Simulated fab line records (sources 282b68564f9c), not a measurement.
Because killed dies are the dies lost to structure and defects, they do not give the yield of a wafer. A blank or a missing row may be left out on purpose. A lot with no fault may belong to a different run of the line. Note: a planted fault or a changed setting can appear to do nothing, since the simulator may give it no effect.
A struck lot beside a sound one | flow ritCmos | 16 steps out of a route of 202
Sound: wafers L270.2, L270.4, L270.5. The struck wafers were L275.1, L275.4, L275.6. The cause is given at the end.
Order at every step that has rows: each side's tool, ch and its chambers, its first start. Under that, the readings that differ: sound wafers | struck wafers | difference of the means | sigmas: that difference in standard deviations of wafers without a fault.
alike: readings whose means differ by less than 2 such deviations, and words and numbers that are the same on both sides. not compared: withheld readings, readings that some wafer has no value for, bounds like >300 that may hide the same value, and numbers for which the record gives no deviation and whose values overlap.
Wherever a step has rows on one side only, a row that says differs or no value, or a row with sigmas, the two part there. When numbers do not overlap yet have no deviation, they are printed without sigmas and do not part them. A reading missing from all wafers of one side parts the sides only when that side holds two or more wafers.

RIT_ACTIVE_BOW_MEAS_00:
  sound: filmMetro-01 at day 2 21:01; struck: filmMetro-01 at day 3 22:00
reading           | sound   | struck      | difference | sigmas
INCOMING_BOW (um) | -4 7 -2 | -14 -16 -12 | -14        | -2
then, 1 step without rows for these wafers: RIT_ACTIVE_OXIDATION_01 (target thk 46.8 nm, ox time 3360 s).
RIT_ACTIVE_THK_MEAS_02:
  sound: filmMetro-01 at day 2 23:58; struck: filmMetro-03 at day 4 00:03
  alike: ACTIVE_OXIDE_THK
then, 1 step without rows for these wafers: RIT_ACTIVE_CVD_03 (deposits Si3N4 from SiH2Cl2/NH3, target thk 150 nm, time 1500 s).
RIT_ACTIVE_THK_MEAS_04:
  sound: filmMetro-04 at day 3 01:26; struck: filmMetro-03 at day 4 01:32
  alike: ACTIVE_NITRIDE_THK
then, 1 step without rows for these wafers: RIT_ACTIVE_HMDS_05 (prime time 60 s).
RIT_ACTIVE_COAT_06: resist thk 1000 nm.
  sound on lithoTrack-01 ch 0, day 3 01:40; struck on lithoTrack-04 ch 0, day 4 01:44
reading                                    | sound           | struck            | difference | sigmas
model.NOVOLAK_of_ACTIVE_COAT_06.thkNm (nm) | 997.3 1002 1001 | 963.1 962.2 961.4 | -37.9      | 
  alike: resistLineTempC
then, 4 steps without rows for these wafers: RIT_ACTIVE_SOFTBAKE_07 (time 60 s); RIT_ACTIVE_EXPOSE_08 (exposes mask M1, target cd 1400 nm); RIT_ACTIVE_PEB_09; RIT_ACTIVE_DEVELOP_10 (develop time 50 s).
RIT_ACTIVE_CD_MEAS_11: target cd 1400 nm.
  sound: cdSem-01 at day 3 02:29; struck: cdSem-02 at day 4 02:34
  alike: cdNm
then, 1 step without rows for these wafers: RIT_ACTIVE_HARDBAKE_12 (time 60 s).
RIT_ACTIVE_ETCH_13: etches Si3N4 in SF6, stops on SiO2, time 210 s, target depth 210 nm.
  sound on rieDiel-04 ch 0,2, day 3 02:44; struck on rieDiel-02 ch 2,3, day 4 02:50
reading                                    | sound             | struck            | difference | sigmas
model.NOVOLAK_of_ACTIVE_COAT_06.thkNm (nm) | 655.8 661.1 658.6 | 629.5 627.8 629.6 | -29.5      | 
  alike: drypumpMotorCurrentA, oesProductAu, throttleValvePct
  not compared: rfHoursCounterH
RIT_ACTIVE_STRIP_14: strips in O2, time 180 s.
  sound on plasmaAsher-02 ch 0,1, day 3 02:52; struck on plasmaAsher-01 ch 0,1, day 4 02:58
  alike: drypumpMotorCurrentA
  not compared: rfHoursCounterH
RIT_M1_PROBE_99:
  sound: prober-01 at day 4 21:34; struck: prober-02 at day 5 21:26
  alike: killedAtContacts, killedAtFrontEnd, killedDies, killedOpen, killedShort

== WHERE THEY PART ==
RIT_ACTIVE_BOW_MEAS_00 only, going by this record. Later steps at which nothing parts them and some readings are alike: RIT_ACTIVE_THK_MEAS_02, RIT_ACTIVE_THK_MEAS_04, RIT_ACTIVE_COAT_06, RIT_ACTIVE_CD_MEAS_11, RIT_ACTIVE_ETCH_13, RIT_ACTIVE_STRIP_14, RIT_M1_PROBE_99.

WHY: what the simulator had put in
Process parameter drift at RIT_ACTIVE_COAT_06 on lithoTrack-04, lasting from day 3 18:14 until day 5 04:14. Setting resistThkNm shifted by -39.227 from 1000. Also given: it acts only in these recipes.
